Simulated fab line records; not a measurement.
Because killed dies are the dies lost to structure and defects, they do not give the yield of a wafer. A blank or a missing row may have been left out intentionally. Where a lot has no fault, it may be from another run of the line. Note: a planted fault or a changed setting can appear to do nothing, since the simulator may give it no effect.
fab line records + flow berkeley_cmos170
record
- lots=15
- wafers=45
- last_day=12
route steps=331 shown ZERO@9 PSD@185 CONTACT@235 M1@238
lots untouched by any fault: they come from a run of this same line in which no faults occurred
start_h: the number of hours between the record's first day and the start of the first shown wafer of the lot + wait_h: how many hours have passed since the lot's step before this one + " same as the row above + L1.1+2: several wafers, shown together as one row + - no value, or no start was given + * or withheld: withheld + < > ~ a bound
route shown NAME@n: NAME is a module with steps in the file, n the number in the route of the first one + usual: average and standard deviation across the fault-free wafers + same: alike in all rows + chamber/n: place in a boat + sites: the reading at each site + _std_site: standard deviation across them + _edge_site: mean of outer sites minus mean of inner sites + radius_mm: how far each site lies from the wafer's centre + mask NAME#n: copy n + behind: tool/chamber where the wafer was last shaped + hold: why the lot was held/for how many hours/how that ended + device: names the non-switching transistor (n, p or np) + end of line: tests of these same wafers at the route's end + for a step that has no rows: nothing shown but its recipe + killed: the dies lost at the first sort to structure and to defects; this is not the yield of the wafer + map: a wafer's dies, x killed, . not, _ none there
set.NAME: the setting that was run; set.NAME@STEP: the one run at that earlier step + model.NAME: the simulator's own value behind a step, which no gauge read
route steps across a sampled set of lots; one table per step, one row per wafer
services: from which hour (start_h, from the record's first day; less than 0 if before it) a tool's chamber was out of use, for how many hours, and why
## steps
# step UCB170_ZERO_EXPOSE_03
# recipe
- mask_id=PM_MARKS
- na=0.5
- sigma_outer=0.6
- source_shape=conventional
- target_cd_nm=4000
- dose_mj=30
# usual
- exposure_dose_mJ_cm2=30.00/0.035
- focus_offset_nm=0.0/0.5
| lot.wafer | tool           | chamber | start_h | wait_h | mask       | exposure_dose_mJ_cm2 | focus_offset_nm |
|-----------|----------------|---------|---------|--------|------------|----------------------|-----------------|
| L894.1    | krf_scanner-02 | 0       | 20.79   | 0.2    | PM_MARKS#0 | 29.97                | -0.5            |
| L894.3    | "              | 0       | "       | "      | PM_MARKS#0 | 29.99                | -0.4            |
| L894.5    | "              | 0       | "       | "      | PM_MARKS#0 | 29.99                | -0.9            |
| L895.2    | krf_scanner-01 | 0       | 25.05   | 0.3    | PM_MARKS#0 | 29.96                | -0.5            |
| L895.3    | "              | 0       | "       | "      | PM_MARKS#0 | 29.99                | 1.6             |
| L895.5    | "              | 0       | "       | "      | PM_MARKS#0 | 30.02                | 0.6             |
| L896.3    | krf_scanner-02 | -       | 26.92   | 0.2    | PM_MARKS#0 | -                    | -               |
| L896.4    | "              | -       | "       | "      | PM_MARKS#0 | -                    | -               |
| L896.6    | "              | -       | "       | "      | PM_MARKS#0 | -                    | -               |
| L897.2    | krf_scanner-02 | -       | 33.54   | 0.1    | PM_MARKS#0 | -                    | -               |
| L897.4    | "              | -       | "       | "      | PM_MARKS#0 | -                    | -               |
| L897.5    | "              | -       | "       | "      | PM_MARKS#0 | -                    | -               |
| L898.3    | krf_scanner-01 | -       | 38.26   | 0.2    | PM_MARKS#0 | -                    | -               |
| L898.4    | "              | -       | "       | "      | PM_MARKS#0 | -                    | -               |
| L898.6    | "              | -       | "       | "      | PM_MARKS#0 | -                    | -               |
| L900.1    | krf_scanner-02 | 0       | 51.24   | 0.1    | PM_MARKS#0 | 29.98                | -0.2            |
| L900.3    | "              | 0       | "       | "      | PM_MARKS#0 | 30.00                | -1.0            |
| L900.5    | "              | 0       | "       | "      | PM_MARKS#0 | 30.01                | 0.3             |
| L904.3    | krf_scanner-01 | 0       | 72.20   | 0.1    | PM_MARKS#0 | 29.98                | -0.8            |
| L904.4    | "              | 0       | "       | "      | PM_MARKS#0 | 30.00                | 0.1             |
| L904.6    | "              | 0       | "       | "      | PM_MARKS#0 | 29.96                | 0.3             |
| L907.1    | krf_scanner-02 | 0       | 84.00   | 0.2    | PM_MARKS#0 | 29.93                | 0.6             |
| L907.3    | "              | 0       | "       | "      | PM_MARKS#0 | 29.91                | 0.6             |
| L907.4    | "              | 0       | "       | "      | PM_MARKS#0 | 29.97                | 0.0             |
| L908.1    | krf_scanner-02 | 0       | 87.89   | 0.1    | PM_MARKS#0 | 29.98                | -0.2            |
| L908.4    | "              | 0       | "       | "      | PM_MARKS#0 | 29.99                | -0.2            |
| L908.5    | "              | 0       | "       | "      | PM_MARKS#0 | 30.00                | -0.4            |
| L909.2    | krf_scanner-01 | 0       | 96.37   | 0.2    | PM_MARKS#0 | 30.00                | -0.4            |
| L909.4    | "              | 0       | "       | "      | PM_MARKS#0 | 29.97                | 0.4             |
| L909.5    | "              | 0       | "       | "      | PM_MARKS#0 | 30.01                | -0.3            |
| L911.2    | krf_scanner-02 | 0       | 105.47  | 0.2    | PM_MARKS#0 | 30.04                | -0.6            |
| L911.5    | "              | 0       | "       | "      | PM_MARKS#0 | 29.98                | -0.5            |
| L911.6    | "              | 0       | "       | "      | PM_MARKS#0 | 30.08                | -0.3            |
| L912.3    | krf_scanner-01 | 0       | 109.65  | 0.2    | PM_MARKS#0 | 30.01                | -0.2            |
| L912.5    | "              | 0       | "       | "      | PM_MARKS#0 | 29.95                | 0.4             |
| L912.6    | "              | 0       | "       | "      | PM_MARKS#0 | 29.95                | 0.1             |
| L914.2    | krf_scanner-02 | 0       | 117.38  | 0.2    | PM_MARKS#0 | 30.05                | -0.2            |
| L914.4    | "              | 0       | "       | "      | PM_MARKS#0 | 29.97                | -0.2            |
| L914.5    | "              | 0       | "       | "      | PM_MARKS#0 | 30.04                | -0.4            |
| L915.2    | krf_scanner-01 | 0       | 122.95  | 0.3    | PM_MARKS#0 | 30.04                | -0.6            |
| L915.3    | "              | 0       | "       | "      | PM_MARKS#0 | 29.98                | -0.2            |
| L915.6    | "              | 0       | "       | "      | PM_MARKS#0 | 30.04                | -0.3            |
| L916.1    | krf_scanner-02 | 0       | 129.67  | 0.2    | PM_MARKS#0 | 30.01                | 0.5             |
| L916.4    | "              | 0       | "       | "      | PM_MARKS#0 | 30.02                | 0.0             |
| L916.5    | "              | 0       | "       | "      | PM_MARKS#0 | 29.96                | 0.1             |
# step UCB170_ZERO_ETCH_06
# recipe
- chemistry=CHF3/CF4/Ar
- target=SiO2
- time_s=12
- pressure_mtorr=100
- rf_w=500
- CHF3_flow_sccm=50
- cf4_flow_sccm=10
- Ar_flow_sccm=120
- over_etch_frac=1.58
# usual
- drypump_motor_current_A=5.7/0.43
- oes_product_au=0.615/0.008
- rf_fwd_power_W=492/3.3
- throttle_valve_pct=9.24/0.1
| lot.wafer | tool        | chamber | start_h | wait_h | drypump_motor_current_A | oes_product_au | rf_fwd_power_W | rf_hours_counter_h | throttle_valve_pct |
|-----------|-------------|---------|---------|--------|-------------------------|----------------|----------------|--------------------|--------------------|
| L894.1    | rie_diel-04 | 0       | 21.72   | -      | 5.9                     | 0.616          | 488            | 22                 | 9.47               |
| L894.3    | "           | 2       | "       | "      | 5.5                     | 0.610          | 491            | 45                 | 9.09               |
| L894.5    | "           | 2       | "       | "      | 5.5                     | 0.616          | 491            | -                  | 9.08               |
| L895.2    | rie_diel-01 | 0       | 25.83   | -      | 4.7                     | 0.624          | 496            | 173                | 9.36               |
| L895.3    | "           | 3       | "       | "      | 5.5                     | 0.608          | 489            | 10                 | 9.15               |
| L895.5    | "           | 3       | "       | "      | 5.6                     | 0.606          | 488            | -                  | 9.12               |
| L896.3    | rie_diel-01 | 3       | 27.35   | -      | 5.6                     | 0.376          | 491            | 10                 | 9.12               |
| L896.4    | "           | 0       | "       | "      | 4.8                     | 0.373          | 494            | 173                | 9.34               |
| L896.6    | "           | 2       | "       | "      | 5.4                     | 0.373          | 491            | -                  | 9.26               |
| L897.2    | rie_diel-02 | 2       | 34.24   | -      | 6.4                     | 0.371          | 494            | 89                 | 9.22               |
| L897.4    | "           | 0       | "       | "      | 5.9                     | 0.381          | 497            | 144                | 9.14               |
| L897.5    | "           | 3       | "       | "      | 5.6                     | 0.375          | 489            | -                  | 9.20               |
| L898.3    | rie_diel-04 | 3       | 38.73   | -      | 5.2                     | 0.384          | 492            | 43                 | 9.15               |
| L898.4    | "           | 0       | "       | "      | 5.9                     | 0.374          | 489            | 23                 | 9.44               |
| L898.6    | "           | 2       | "       | "      | 5.5                     | 0.367          | 494            | -                  | 9.07               |
| L900.1    | rie_diel-02 | 1       | 51.79   | -      | 5.6                     | 0.626          | 494            | 100                | 9.34               |
| L900.3    | "           | 3       | "       | "      | 5.5                     | 0.609          | 488            | 141                | 9.21               |
| L900.5    | "           | 2       | "       | "      | 6.4                     | 0.620          | 494            | -                  | 9.23               |
| L904.3    | rie_diel-02 | 0       | 73.14   | -      | 5.9                     | 0.624          | 496            | 146                | 9.17               |
| L904.4    | "           | 3       | "       | "      | 5.5                     | 0.611          | 488            | 142                | 9.24               |
| L904.6    | "           | 2       | "       | "      | 6.4                     | 0.617          | 494            | -                  | 9.22               |
| L907.1    | rie_diel-02 | 1       | 84.39   | -      | 5.6                     | 0.626          | 496            | 102                | 9.33               |
| L907.3    | "           | 2       | "       | "      | 6.4                     | 0.617          | 494            | 91                 | 9.25               |
| L907.4    | "           | 3       | "       | "      | 5.5                     | 0.619          | 486            | 142                | 9.22               |
| L908.1    | rie_diel-02 | 2       | 88.39   | -      | 6.4                     | 0.613          | 494            | 91                 | 9.23               |
| L908.4    | "           | 1       | "       | "      | 5.6                     | 0.621          | 493            | 102                | 9.33               |
| L908.5    | "           | 1       | "       | "      | 5.6                     | 0.628          | 494            | -                  | 9.33               |
| L909.2    | rie_diel-02 | 0       | 97.05   | -      | 5.9                     | 0.619          | 499            | 147                | 9.17               |
| L909.4    | "           | 1       | "       | "      | 5.6                     | 0.624          | 497            | 102                | 9.34               |
| L909.5    | "           | 3       | "       | "      | 5.5                     | 0.617          | 488            | -                  | 9.23               |
| L911.2    | rie_diel-01 | 3       | 105.84  | -      | 5.5                     | 0.606          | 491            | 14                 | 9.15               |
| L911.5    | "           | 2       | "       | "      | 5.5                     | 0.610          | 491            | -                  | 9.26               |
| L911.6    | "           | 1       | "       | "      | 6.1                     | 0.603          | 489            | -                  | 9.28               |
| L912.3    | rie_diel-01 | 3       | 110.23  | -      | 5.5                     | 0.603          | 491            | 15                 | 9.13               |
| L912.5    | "           | 1       | "       | "      | 6.1                     | 0.607          | 488            | -                  | 9.26               |
| L912.6    | "           | 2       | "       | "      | 5.5                     | 0.622          | 492            | -                  | 9.27               |
| L914.2    | rie_diel-04 | 2       | 117.75  | -      | 5.5                     | 0.619          | 494            | 50                 | 9.10               |
| L914.4    | "           | 0       | "       | "      | 5.9                     | 0.614          | 488            | 27                 | 9.47               |
| L914.5    | "           | 1       | "       | "      | 6.0                     | 0.632          | 493            | -                  | 9.05               |
| L915.2    | rie_diel-01 | 2       | 123.78  | -      | 5.5                     | 0.619          | 494            | 17                 | 9.27               |
| L915.3    | "           | 3       | "       | "      | 5.5                     | 0.600          | 493            | 15                 | 9.15               |
| L915.6    | "           | 3       | "       | "      | 5.5                     | 0.598          | 489            | -                  | 9.15               |
| L916.1    | rie_diel-02 | 2       | 130.06  | -      | 6.4                     | 0.613          | 495            | 93                 | 9.24               |
| L916.4    | "           | 1       | "       | "      | 5.6                     | 0.629          | 492            | 103                | 9.33               |
| L916.5    | "           | 3       | "       | "      | 5.5                     | 0.608          | 489            | -                  | 9.25               |
# step UCB170_PSD_TW_MEAS_10
# usual
- PSD_TW=2323/21
| lot.wafer | tool          | chamber | start_h | wait_h | PSD_TW |
|-----------|---------------|---------|---------|--------|--------|
| L894.1    | film_metro-03 | -       | 144.10  | 0.1    | 2302   |
| L894.3    | "             | -       | "       | "      | 2314   |
| L894.5    | "             | -       | "       | "      | 2300   |
| L895.2    | film_metro-03 | -       | 144.56  | 0.1    | 2299   |
| L895.3    | "             | -       | "       | "      | 2309   |
| L895.5    | "             | -       | "       | "      | 2296   |
| L900.1    | film_metro-04 | -       | 170.19  | 0.1    | 2364   |
| L900.3    | "             | -       | "       | "      | 2362   |
| L900.5    | "             | -       | "       | "      | 2348   |
| L908.1    | film_metro-02 | -       | 204.76  | 0.1    | 2308   |
| L908.4    | "             | -       | "       | "      | 2317   |
| L908.5    | "             | -       | "       | "      | 2323   |
| L904.3    | film_metro-04 | -       | 204.92  | 0.1    | 2350   |
| L904.4    | "             | -       | "       | "      | 2354   |
| L904.6    | "             | -       | "       | "      | 2342   |
| L907.1    | film_metro-04 | -       | 205.17  | 0.1    | 2347   |
| L907.3    | "             | -       | "       | "      | 2327   |
| L907.4    | "             | -       | "       | "      | 2333   |
| L909.2    | film_metro-02 | -       | 208.57  | 0.1    | 2324   |
| L909.4    | "             | -       | "       | "      | 2306   |
| L909.5    | "             | -       | "       | "      | 2331   |
| L911.2    | film_metro-04 | -       | 218.17  | 0.1    | 2342   |
| L911.5    | "             | -       | "       | "      | 2333   |
| L911.6    | "             | -       | "       | "      | 2334   |
| L912.3    | film_metro-02 | -       | 218.88  | 0.1    | 2314   |
| L912.5    | "             | -       | "       | "      | 2322   |
| L912.6    | "             | -       | "       | "      | 2323   |
| L914.2    | film_metro-04 | -       | 236.64  | 0.1    | 2355   |
| L914.4    | "             | -       | "       | "      | 2341   |
| L914.5    | "             | -       | "       | "      | 2349   |
| L915.2    | film_metro-03 | -       | 246.06  | 0.1    | 2301   |
| L915.3    | "             | -       | "       | "      | 2299   |
| L915.6    | "             | -       | "       | "      | 2297   |
| L916.1    | film_metro-02 | -       | 246.35  | 0.1    | 2325   |
| L916.4    | "             | -       | "       | "      | 2337   |
| L916.5    | "             | -       | "       | "      | 2328   |
# step UCB170_CONTACT_STRIP_19
# recipe
- chemistry=O2
- power_w=400
- pressure_mtorr=3500
- platen_temp_c=withheld
- o2_flow_sccm=400
- overash_fraction=0.5
# usual
- drypump_motor_current_A=5.8/0.41
- oes_product_au=0.725/0.0046
| lot.wafer | tool            | chamber | start_h | wait_h | drypump_motor_current_A | oes_product_au | rf_hours_counter_h |
|-----------|-----------------|---------|---------|--------|-------------------------|----------------|--------------------|
| L894.1    | plasma_asher-04 | 1       | 152.18  | -      | 5.3                     | 0.734          | 46                 |
| L894.3    | "               | 0       | "       | "      | 6.2                     | 0.725          | -                  |
| L894.5    | "               | 1       | "       | "      | 5.2                     | 0.730          | -                  |
| L895.2    | plasma_asher-04 | 0       | 153.72  | -      | 6.2                     | 0.724          | 46                 |
| L895.3    | "               | 1       | "       | "      | 5.2                     | 0.729          | -                  |
| L895.5    | "               | 0       | "       | "      | 6.2                     | 0.723          | -                  |
| L900.1    | plasma_asher-04 | 1       | 182.62  | -      | 5.2                     | 0.721          | 50                 |
| L900.3    | "               | 0       | "       | "      | 6.2                     | 0.723          | -                  |
| L900.5    | "               | 0       | "       | "      | 6.2                     | 0.732          | -                  |
| L907.1    | plasma_asher-03 | 0       | 217.43  | -      | 6.1                     | 0.719          | 12                 |
| L907.3    | "               | 0       | "       | "      | 6.1                     | 0.724          | -                  |
| L907.4    | "               | 1       | "       | "      | 6.3                     | 0.724          | -                  |
| L908.1    | plasma_asher-03 | 1       | 217.61  | -      | 6.3                     | 0.726          | 12                 |
| L908.4    | "               | 0       | "       | "      | 6.1                     | 0.732          | -                  |
| L908.5    | "               | 0       | "       | "      | 6.1                     | 0.730          | -                  |
| L904.3    | plasma_asher-04 | 0       | 218.18  | -      | 6.2                     | 0.726          | -                  |
| L904.4    | "               | 1       | "       | "      | 5.2                     | 0.725          | -                  |
| L904.6    | "               | 0       | "       | "      | 6.2                     | 0.726          | -                  |
| L909.2    | plasma_asher-02 | 0       | 220.40  | -      | 5.5                     | 0.729          | 42                 |
| L909.4    | "               | 1       | "       | "      | 6.2                     | 0.730          | -                  |
| L909.5    | "               | 1       | "       | "      | 6.2                     | 0.716          | -                  |
| L912.3    | plasma_asher-02 | 1       | 231.47  | -      | 6.2                     | 0.723          | -                  |
| L912.5    | "               | 1       | "       | "      | 6.2                     | 0.731          | -                  |
| L912.6    | "               | 0       | "       | "      | 5.5                     | 0.720          | -                  |
| L911.2    | plasma_asher-04 | 0       | 232.19  | -      | 6.2                     | 0.721          | 56                 |
| L911.5    | "               | 0       | "       | "      | 6.2                     | 0.718          | -                  |
| L911.6    | "               | 1       | "       | "      | 5.3                     | 0.722          | -                  |
| L914.2    | plasma_asher-02 | 1       | 245.91  | -      | 6.2                     | 0.724          | 45                 |
| L914.4    | "               | 1       | "       | "      | 6.2                     | 0.724          | -                  |
| L914.5    | "               | 1       | "       | "      | 6.2                     | 0.729          | -                  |
| L916.1    | plasma_asher-04 | 0       | 255.67  | -      | 6.2                     | 0.719          | 58                 |
| L916.4    | "               | 0       | "       | "      | 6.2                     | 0.718          | -                  |
| L916.5    | "               | 0       | "       | "      | 6.2                     | 0.719          | -                  |
| L915.2    | plasma_asher-02 | 1       | 256.41  | -      | 6.2                     | 0.723          | 46                 |
| L915.3    | "               | 1       | "       | "      | 6.2                     | 0.731          | -                  |
| L915.6    | "               | 1       | "       | "      | 6.1                     | 0.731          | -                  |
# step UCB170_M1_SPUTTER_00
# recipe
- material=Al
- target_thk_nm=600
- time_s=80
- power_w=6000
- chamber_pressure_pa=0.5
# usual
- throttle_valve_pct=29.9/0.64
| lot.wafer | tool           | chamber | start_h | wait_h | throttle_valve_pct |
|-----------|----------------|---------|---------|--------|--------------------|
| L894.1    | pvd_sputter-03 | -       | 152.58  | 0.0    | 29.4               |
| L894.3    | "              | -       | "       | "      | 30.6               |
| L894.5    | "              | -       | "       | "      | 29.1               |
| L895.2    | pvd_sputter-02 | -       | 154.18  | 0.0    | 30.0               |
| L895.3    | "              | -       | "       | "      | 29.2               |
| L895.5    | "              | -       | "       | "      | 29.9               |
| L900.1    | pvd_sputter-03 | -       | 183.01  | 0.0    | 30.5               |
| L900.3    | "              | -       | "       | "      | 29.7               |
| L900.5    | "              | -       | "       | "      | 31.1               |
| L907.1    | pvd_sputter-02 | -       | 217.83  | 0.0    | 29.5               |
| L907.3    | "              | -       | "       | "      | 30.1               |
| L907.4    | "              | -       | "       | "      | 29.2               |
| L908.1    | pvd_sputter-04 | -       | 218.00  | 0.0    | 29.3               |
| L908.4    | "              | -       | "       | "      | 30.0               |
| L908.5    | "              | -       | "       | "      | 29.9               |
| L904.3    | pvd_sputter-03 | -       | 218.54  | 0.0    | 29.3               |
| L904.4    | "              | -       | "       | "      | 29.6               |
| L904.6    | "              | -       | "       | "      | 30.4               |
| L909.2    | pvd_sputter-02 | -       | 220.88  | 0.0    | 29.0               |
| L909.4    | "              | -       | "       | "      | 29.8               |
| L909.5    | "              | -       | "       | "      | 29.5               |
| L912.3    | pvd_sputter-03 | -       | 231.85  | 0.0    | 31.2               |
| L912.5    | "              | -       | "       | "      | 29.2               |
| L912.6    | "              | -       | "       | "      | 31.1               |
| L911.2    | pvd_sputter-02 | -       | 232.60  | 0.0    | 30.7               |
| L911.5    | "              | -       | "       | "      | 30.6               |
| L911.6    | "              | -       | "       | "      | 29.9               |
| L914.2    | pvd_sputter-03 | -       | 246.30  | 0.0    | 30.5               |
| L914.4    | "              | -       | "       | "      | 31.5               |
| L914.5    | "              | -       | "       | "      | 31.4               |
| L916.1    | pvd_sputter-02 | -       | 256.07  | 0.0    | 29.5               |
| L916.4    | "              | -       | "       | "      | 28.9               |
| L916.5    | "              | -       | "       | "      | 29.2               |
| L915.2    | pvd_sputter-03 | -       | 256.81  | 0.0    | 31.1               |
| L915.3    | "              | -       | "       | "      | 29.5               |
| L915.6    | "              | -       | "       | "      | 29.6               |
## services
| tool            | chamber | start_h | hours | kind   |
|-----------------|---------|---------|-------|--------|
| krf_scanner-02  | -       | 0.76    | 1.3   | pm     |
| plasma_asher-04 | -       | 2.17    | 2.8   | pm     |
| krf_scanner-01  | -       | 15.03   | 1.0   | pm     |
| rie_diel-02     | 1       | 15.46   | 10.8  | repair |
| pvd_sputter-02  | -       | 16.98   | 2.2   | repair |
| krf_scanner-02  | -       | 41.06   | 0.8   | pm     |
| rie_diel-01     | -       | 48.61   | 4.3   | pm     |
| krf_scanner-01  | -       | 49.78   | 0.5   | repair |
| krf_scanner-01  | -       | 60.50   | 0.2   | repair |
| krf_scanner-01  | -       | 74.54   | 0.8   | pm     |
| krf_scanner-02  | -       | 117.47  | 1.0   | pm     |
| pvd_sputter-02  | -       | 123.20  | 1.2   | repair |
| pvd_sputter-02  | -       | 128.81  | 7.2   | repair |
| krf_scanner-01  | -       | 150.76  | 1.3   | pm     |
| krf_scanner-01  | -       | 154.29  | 4.4   | pm     |
| krf_scanner-02  | -       | 176.66  | 1.3   | pm     |
| krf_scanner-01  | -       | 184.15  | 1.0   | pm     |
| rie_diel-02     | 0       | 189.40  | 20.2  | repair |
| rie_diel-02     | -       | 205.33  | 0.2   | repair |
| krf_scanner-02  | -       | 209.86  | 0.8   | pm     |
| rie_diel-02     | 3       | 212.51  | 3.2   | repair |
| krf_scanner-01  | -       | 243.26  | 0.8   | pm     |
| plasma_asher-04 | -       | 247.33  | 1.2   | repair |
| krf_scanner-02  | -       | 252.16  | 0.5   | repair |
## key
first_sign
- step=UCB170_ZERO_EXPOSE_03
- reading=tool_record
- direction=missing
effect
- step=UCB170_ZERO_ETCH_06
- reading=oes_product_au
- direction=down
- sigmas=30
- usual=0.615
- struck=0.375
met_at UCB170_ZERO_EXPOSE_03
struck_lots L896,L897,L898
later_rows_left_out L896.3,L896.4,L896.6,L897.2,L897.4,L897.5,L898.3,L898.4,L898.6
sort_left_out L896.3,L896.4,L896.6,L897.2,L897.4,L897.5,L898.3,L898.4,L898.6
tester_left_out L896,L897,L898
not_acting_at UCB170_PSD_TW_MEAS_10,UCB170_CONTACT_STRIP_19,UCB170_M1_SPUTTER_00
onset_between 25.05 26.92
fault
- kind=skipped_step_whole
- tool=krf_scanner-01,krf_scanner-02
- chamber=-
- onset_h=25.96
- steps=UCB170_ZERO_EXPOSE_03
- scope=struck_lots_only
# tester_left_out: of these lots the tester's yield and bins aren't shown, on N5 and GAA mostly nor the transistor test; their killed dies are dies lost to structure and defects alone, not to doping, threshold or leakage, so they don't give the yield
# sort_left_out: the simulated sort isn't trusted on such a fault, so these wafers' sort isn't shown, and their yield isn't known
# later_rows_left_out: the simulator's readings of these wafers behind a module that went badly wrong aren't trusted and aren't shown, but for the sort
